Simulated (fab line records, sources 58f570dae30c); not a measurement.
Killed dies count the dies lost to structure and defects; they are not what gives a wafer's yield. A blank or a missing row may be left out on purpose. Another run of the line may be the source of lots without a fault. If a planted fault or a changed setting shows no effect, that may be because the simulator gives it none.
Lot-split experiment || flow berkeley_cmos170 || on a route of 331 steps: 5 lots, 23 wafers read

== THE SPLIT ==
At UCB170_NLDD_EXPOSE_03 (exposes mask NSELECT, target cd 1200 nm), the setting dose_mj was moved away from the recipe's 30 on 6 of the 23 wafers read, by -7.1% to +6.6%. For the rest of the wafers, this setting stayed at what the recipe calls for.

== FROM THE SPLIT TO THE READING: what the file shows between them, 2 steps ==
- UCB170_NLDD_PEB_04
- UCB170_NLDD_DEVELOP_05: develop time 45 s

== THE READING ==
cd_nm, in nm, at UCB170_NLDD_CD_MEAS_06 (target cd 1200 nm). A value of 1200.1 nm with a standard deviation of 1.8 nm is what fault-free wafers of this fab line usually give.

{"wafer": "L077.1", "tool, chamber at the split": "krf_scanner-01, 0", "dose_mj as run": 30, "against the recipe": "recipe", "cd_nm, nm": 1198.7, "against lot-mates on the recipe": "-"}
{"wafer": "L077.2", "tool, chamber at the split": "krf_scanner-01, 0", "dose_mj as run": 30, "against the recipe": "recipe", "cd_nm, nm": 1197.8, "against lot-mates on the recipe": "-"}
{"wafer": "L077.3", "tool, chamber at the split": "krf_scanner-01, 0", "dose_mj as run": 30, "against the recipe": "recipe", "cd_nm, nm": 1197.2, "against lot-mates on the recipe": "-"}
{"wafer": "L077.4", "tool, chamber at the split": "krf_scanner-01, 0", "dose_mj as run": 30, "against the recipe": "recipe", "cd_nm, nm": 1197.6, "against lot-mates on the recipe": "-"}
{"wafer": "L077.5", "tool, chamber at the split": "krf_scanner-01, 0", "dose_mj as run": 30, "against the recipe": "recipe", "cd_nm, nm": 1198.4, "against lot-mates on the recipe": "-"}
{"wafer": "L076.1", "tool, chamber at the split": "krf_scanner-02, 0", "dose_mj as run": 30, "against the recipe": "recipe", "cd_nm, nm": 1203.7, "against lot-mates on the recipe": "-"}
{"wafer": "L076.2", "tool, chamber at the split": "krf_scanner-02, 0", "dose_mj as run": 30, "against the recipe": "recipe", "cd_nm, nm": 1203.4, "against lot-mates on the recipe": "-"}
{"wafer": "L076.3", "tool, chamber at the split": "krf_scanner-02, 0", "dose_mj as run": 30, "against the recipe": "recipe", "cd_nm, nm": 1202.9, "against lot-mates on the recipe": "-"}
{"wafer": "L076.4", "tool, chamber at the split": "krf_scanner-02, 0", "dose_mj as run": 27.88, "against the recipe": "-7.1%", "cd_nm, nm": 1190.2, "against lot-mates on the recipe": -13.1}
{"wafer": "L076.5", "tool, chamber at the split": "krf_scanner-02, 0", "dose_mj as run": 27.88, "against the recipe": "-7.1%", "cd_nm, nm": 1190.8, "against lot-mates on the recipe": -12.5}
{"wafer": "L081.2", "tool, chamber at the split": "krf_scanner-01, 0", "dose_mj as run": 30, "against the recipe": "recipe", "cd_nm, nm": 1200.3, "against lot-mates on the recipe": "-"}
{"wafer": "L081.4", "tool, chamber at the split": "krf_scanner-01, 0", "dose_mj as run": 30, "against the recipe": "recipe", "cd_nm, nm": 1200.6, "against lot-mates on the recipe": "-"}
{"wafer": "L081.6", "tool, chamber at the split": "krf_scanner-01, 0", "dose_mj as run": 30, "against the recipe": "recipe", "cd_nm, nm": 1199.8, "against lot-mates on the recipe": "-"}
{"wafer": "L085.2", "tool, chamber at the split": "krf_scanner-02, 0", "dose_mj as run": 30, "against the recipe": "recipe", "cd_nm, nm": 1200.0, "against lot-mates on the recipe": "-"}
{"wafer": "L085.3", "tool, chamber at the split": "krf_scanner-02, 0", "dose_mj as run": 30, "against the recipe": "recipe", "cd_nm, nm": 1199.2, "against lot-mates on the recipe": "-"}
{"wafer": "L085.4", "tool, chamber at the split": "krf_scanner-02, 0", "dose_mj as run": 31.99, "against the recipe": "+6.6%", "cd_nm, nm": 1211.7, "against lot-mates on the recipe": "+12.1"}
{"wafer": "L085.5", "tool, chamber at the split": "krf_scanner-02, 0", "dose_mj as run": 31.99, "against the recipe": "+6.6%", "cd_nm, nm": 1210.6, "against lot-mates on the recipe": "+11.0"}
{"wafer": "L085.6", "tool, chamber at the split": "krf_scanner-02, 0", "dose_mj as run": 30, "against the recipe": "recipe", "cd_nm, nm": 1199.7, "against lot-mates on the recipe": "-"}
{"wafer": "L084.1", "tool, chamber at the split": "krf_scanner-02, 0", "dose_mj as run": 30, "against the recipe": "recipe", "cd_nm, nm": 1200.1, "against lot-mates on the recipe": "-"}
{"wafer": "L084.2", "tool, chamber at the split": "krf_scanner-02, 0", "dose_mj as run": 31.75, "against the recipe": "+5.8%", "cd_nm, nm": 1210.5, "against lot-mates on the recipe": "+10.8"}
{"wafer": "L084.4", "tool, chamber at the split": "krf_scanner-02, 0", "dose_mj as run": 31.75, "against the recipe": "+5.8%", "cd_nm, nm": 1209.9, "against lot-mates on the recipe": "+10.2"}
{"wafer": "L084.5", "tool, chamber at the split": "krf_scanner-02, 0", "dose_mj as run": 30, "against the recipe": "recipe", "cd_nm, nm": 1199.2, "against lot-mates on the recipe": "-"}
{"wafer": "L084.6", "tool, chamber at the split": "krf_scanner-02, 0", "dose_mj as run": 30, "against the recipe": "recipe", "cd_nm, nm": 1199.9, "against lot-mates on the recipe": "-"}

FIT RESULTS
A straight line over all 23 wafers: cd_nm changes by +1.56 nm for each +1% of dose_mj; r = +0.95; the points scatter about the line by 1.8 nm.
The same after taking each lot's own level away (the mean of its wafers on the recipe; 23 wafers): +1.78 nm for each +1%; r = +1.00; scatter 0.44 nm.
Per that fit: largest dose_mj move, reading shift of 13 nm.
Measured against the standard deviation above, the lots' own levels, which go from 1197.94 to 1203.33 nm, span 3.0 times it.
In other words, the slope is changed by the lot-to-lot level; the two fits disagree.
Check: for one of the wafers moved furthest among these (-7.1%), held out of the fit, the line's prediction against its lot-mates is -12.5 nm. It came out at -13.1 nm against them.

== OTHER SPLITS APPLIED TO THESE WAFERS ==
These wafers also went through other splits before the reading. Each is held against what the fit with the lots' levels taken away leaves over:
{"other split on the same wafers": "UCB170_ZERO_STRIP_07 o2_flow_sccm", "wafers away from the commonest value": 9, "r with cd_nm (lot level and that fit taken away)": "+0.04"}
{"other split on the same wafers": "UCB170_NWELL_CVD_04 temp_c", "wafers away from the commonest value": 10, "r with cd_nm (lot level and that fit taken away)": "+0.00"}
{"other split on the same wafers": "UCB170_PWELL_OXIDATION_02 temp_c", "wafers away from the commonest value": 10, "r with cd_nm (lot level and that fit taken away)": -0.05}
{"other split on the same wafers": "UCB170_PWELL_PEB_11 peb_temp_c", "wafers away from the commonest value": 10, "r with cd_nm (lot level and that fit taken away)": -0.20}
{"other split on the same wafers": "UCB170_ACTIVE_OXIDATION_02 temp_c", "wafers away from the commonest value": 15, "r with cd_nm (lot level and that fit taken away)": "+0.08"}
{"other split on the same wafers": "UCB170_ACTIVE_CVD_05 time_s", "wafers away from the commonest value": 10, "r with cd_nm (lot level and that fit taken away)": "+0.02"}
{"other split on the same wafers": "UCB170_ACTIVE_ETCH_15 time_s", "wafers away from the commonest value": 6, "r with cd_nm (lot level and that fit taken away)": "+0.21"}
{"other split on the same wafers": "UCB170_PFIELD_IMPLANT_07 energy_kev", "wafers away from the commonest value": 8, "r with cd_nm (lot level and that fit taken away)": "+0.22"}
{"other split on the same wafers": "UCB170_PVT_IMPLANT_07 energy_kev", "wafers away from the commonest value": 4, "r with cd_nm (lot level and that fit taken away)": "+0.07"}

== THE FILE'S OWN FIT ==
cd_nm changes by +1.79 nm for each +1% of dose_mj, r = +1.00.
